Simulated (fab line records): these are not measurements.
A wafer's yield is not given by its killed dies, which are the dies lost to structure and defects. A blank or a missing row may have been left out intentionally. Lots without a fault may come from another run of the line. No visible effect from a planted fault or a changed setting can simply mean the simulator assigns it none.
A single fault, viewed from 2 desks    flow berkeley cmos170    numbers are kept per desk, each desk with only its own; the story behind them comes last

AT THE METROLOGY DESK
What the gauges read for every lot (on any tool): the sampled wafers with a number, averaged. Any lot whose mean is over 4 standard deviations away from the usual mean is out of limits and marked OUT; that distance is given in the brackets.
Columns: A = NWELL_NITRIDE_THK at UCB170_NWELL_THK_MEAS_05, usual 224.5 nm
lot   first seen here  A
L273  day 2 08:20      223.0
L276  day 2 21:46      226.7
L277  day 3 06:18      222.0
L279  day 3 18:14      225.4
L280  day 3 18:17      226.2
L281  day 4 02:37      223.1
L282  day 4 02:37      224.0
L283  day 4 12:45      224.2
L284  day 4 19:25      224.9
L285  day 5 07:00      225.7
L288  day 5 12:50      224.7
L290  day 5 20:52      180.9 (-17) OUT
L291  day 6 00:48      219.8
L293  day 6 08:49      177.8 (-19) OUT
This desk's result: L290, L293 out of limits, first on L290 (NWELL_NITRIDE_THK at UCB170_NWELL_THK_MEAS_05), day 5 20:52. In limits: L273, L276, L277, L279, L280, L281, L282, L283, L284, L285, L288, L291.

THE TOOL OWNER'S DESK: lpcvd-01
The tool's own readings at UCB170_NWELL_CVD_04 (deposits Si3N4 from SiH2Cl2/NH3, target thk 224 nm, time 3360 s): means of the sampled wafers that have a number, for each lot that ran on this tool. Any lot whose mean is over 4 standard deviations away from the usual mean is out of limits and marked OUT; that distance is given in the brackets.
Columns: A = zone power source pct at UCB170_NWELL_CVD_04, usual 19.9 %
lot   first seen here  A
L276  day 2 19:49      18.8
L283  day 4 10:49      18.8
L284  day 4 17:29      19.7
L285  day 5 05:04      18.9
L288  day 5 10:54      19.6
L290  day 5 18:55      19.1
L293  day 6 06:53      19.6
This desk's verdict: no lot among the 7 shows anything out of limits.

PUT TOGETHER
At day 5 20:52 the metrology desk could have sounded an alarm, on L290, L293.
Nothing out of limits was seen by the tool owner's desk.
On record at the tool owner's desk: L290, L293, within its limits.
Of the lots named, all ran UCB170_NWELL_CVD_04 on lpcvd-01.

WHAT THE SIMULATOR HAD INSERTED
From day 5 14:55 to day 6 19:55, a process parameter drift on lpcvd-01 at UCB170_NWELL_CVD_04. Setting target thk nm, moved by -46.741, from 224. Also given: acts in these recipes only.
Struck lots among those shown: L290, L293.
Time in hours between the start of the fault and the first out-of-limits reading at each desk: metrology desk, 6.
